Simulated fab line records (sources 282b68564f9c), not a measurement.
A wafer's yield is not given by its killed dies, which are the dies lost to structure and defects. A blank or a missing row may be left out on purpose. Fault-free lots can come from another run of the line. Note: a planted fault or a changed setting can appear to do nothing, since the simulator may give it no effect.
A lot that was struck, set against a sound lot | flow rit-cmos | 26 steps out of a route of 202
Sound: these wafers, L885.1, L885.4, L885.5. Struck: wafers L895.2, L895.5, L895.6. The cause is given at the end.
Each step with rows lists, per side, the tool, then ch with its chambers, then its first start. Under that, the readings that differ: sound wafers | struck wafers | difference of the means | sigmas: that difference in standard deviations of wafers without a fault.
alike: a reading whose means differ by less than 2 such deviations, as well as words and numbers matching on both sides. not compared: withheld readings; readings where some wafer has no value; bounds like >300 that might hide an equal value; numbers whose values overlap and for which the record gives no deviation.
A row with sigmas, a row that says differs or no value, or rows on one side alone: a step with any of these is where the two part. Non-overlapping numbers with no deviation appear without sigmas and do not part them. A reading that every wafer of one side lacks parts them only if that side has two wafers or more.

RIT_ACTIVE_BOW_MEAS_00:
  struck on film-metro-04, day 4 23:01; sound on film-metro-04, day 2 21:00
  alike: INCOMING_BOW
then, 1 step without rows for these wafers: RIT_ACTIVE_OXIDATION_01 (target thk 46.8 nm, ox time 3360 s).
RIT_ACTIVE_THK_MEAS_02:
  struck on film-metro-02, day 5 01:25; sound on film-metro-02, day 2 23:03
  alike: ACTIVE_OXIDE_THK
RIT_ACTIVE_CVD_03: deposits Si3N4 from SiH2Cl2/NH3, target thk 150 nm, time 1500 s.
  sound on lpcvd-02 ch 1, day 3 00:29; struck on lpcvd-02 ch 0, day 5 02:02
  reading                                  | sound             | struck          | difference | sigmas
  model.Si3N4_of_ACTIVE_CVD_03.thk-nm (nm) | 149.3 149.9 150.5 | 195.2 195.7 196 | +45.7      |
RIT_ACTIVE_THK_MEAS_04:
  struck on film-metro-02, day 5 03:41; sound on film-metro-04, day 3 01:55
  reading                 | sound             | struck            | difference | sigmas
  ACTIVE_NITRIDE_THK (nm) | 149.2 149.9 150.6 | 195.1 195.7 195.8 | +45.6      | +33
  not compared: hold
then, 5 steps without rows for these wafers: RIT_ACTIVE_COAT_06 (resist thk 1000 nm); RIT_ACTIVE_SOFTBAKE_07 (time 60 s); RIT_ACTIVE_EXPOSE_08 (exposes mask M1, target cd 1400 nm); RIT_ACTIVE_PEB_09; RIT_ACTIVE_DEVELOP_10 (develop time 50 s).
RIT_ACTIVE_CD_MEAS_11: the cd target is 1400 nm.
  struck on cd-sem-02, day 5 06:43; sound on cd-sem-02, day 3 02:55
  reading    | sound                | struck               | difference | sigmas
  cd-nm (nm) | 1397.6 1396.4 1397.8 | 1403.0 1402.8 1404.2 | +6.1       | +3
then, 1 step without rows for these wafers: RIT_ACTIVE_HARDBAKE_12 (time 60 s).
RIT_ACTIVE_ETCH_13: etches Si3N4 in SF6, stops on SiO2, time 210 s, target depth 210 nm.
  sound on rie-diel-02 ch 1,2,3, day 3 03:21; struck on rie-diel-02 ch 0,1,2, day 5 06:58
  reading                            | sound             | struck            | difference | sigmas
  oes-product-au (a.u.)              | 0.823 0.819 0.814 | 0.951 0.954 0.933 | +0.127     | +12
  model.ACTIVE.feature-depth-nm (nm) | 149.3 150.9 150.5 | 195.2 195.7 196   | +45.4      |
  model.etch.depth-nm (nm)           | 149.3 149.9 150.5 | 195.2 195.7 196   | +45.7      |
  alike: drypump-motor-current-A, throttle-valve-pct
  not compared: rf-hours-counter-h
RIT_ACTIVE_STRIP_14: strips in O2, time 180 s.
  sound on plasma-asher-02 ch 1, day 3 03:29; struck on plasma-asher-01 ch 0,1, day 5 20:02
  alike: drypump-motor-current-A
  not compared: rf-hours-counter-h
RIT_ACTIVE_CD_MEAS_90: the cd target is 1400 nm.
  struck on cd-sem-01, day 5 20:14; sound on cd-sem-02, day 3 03:40
  reading    | sound                | struck               | difference | sigmas
  cd-nm (nm) | 1397.2 1397.2 1397.4 | 1402.9 1402.6 1404.9 | +6.2       | +3
then, 4 steps without rows for these wafers: RIT_ACTIVE_CLEAN_15 (cleans in SC1, time 600 s); RIT_ACTIVE_CLEAN_16 (cleans in dHF, time 30 s); RIT_ACTIVE_CLEAN_17 (cleans in SC2, time 600 s); RIT_FOX1_OXIDATION_00 (target thk 350.7 nm, ox time 1130 s).
RIT_FOX1_THK_MEAS_01:
  struck on film-metro-04, day 5 23:56; sound on film-metro-01, day 3 05:28
  alike: FOX1_OXIDE_THK
then, 2 steps without rows for these wafers: RIT_FOX1_WET_ETCH_02 (etches SiO2 in BOE, target depth 350 nm, time 390 s); RIT_FOX2_OXIDATION_00 (target thk 350.7 nm, ox time 1130 s).
RIT_FOX2_THK_MEAS_01:
  struck on film-metro-02, day 6 02:41; sound on film-metro-02, day 3 09:39
  alike: FOX2_OXIDE_THK
RIT_FOX2_CLEAN_02: cleans in dHF, time 180 s.
  sound on wet-bench-04 ch 0, day 3 09:43; struck on wet-bench-01 ch 0, day 6 02:44
  reading                                  | sound             | struck            | difference | sigmas
  model.Si3N4_of_ACTIVE_CVD_03.thk-nm (nm) | 130.1 130.8 131.4 | 175.9 176.4 176.7 | +45.6      |
then, 1 step without rows for these wafers: RIT_FOX2_WET_ETCH_03 (etches Si3N4 in H3PO4, target depth 195 nm, time 2700 s).
RIT_M1_PROBE_99:
  the record has rows for the sound wafers here (prober-02, day 5 02:39) and none for the struck ones

== WHERE THEY PART ==
Last at RIT_M1_PROBE_99 as far as this record goes, first at RIT_ACTIVE_THK_MEAS_04.

WHY: what had been put in by the simulator
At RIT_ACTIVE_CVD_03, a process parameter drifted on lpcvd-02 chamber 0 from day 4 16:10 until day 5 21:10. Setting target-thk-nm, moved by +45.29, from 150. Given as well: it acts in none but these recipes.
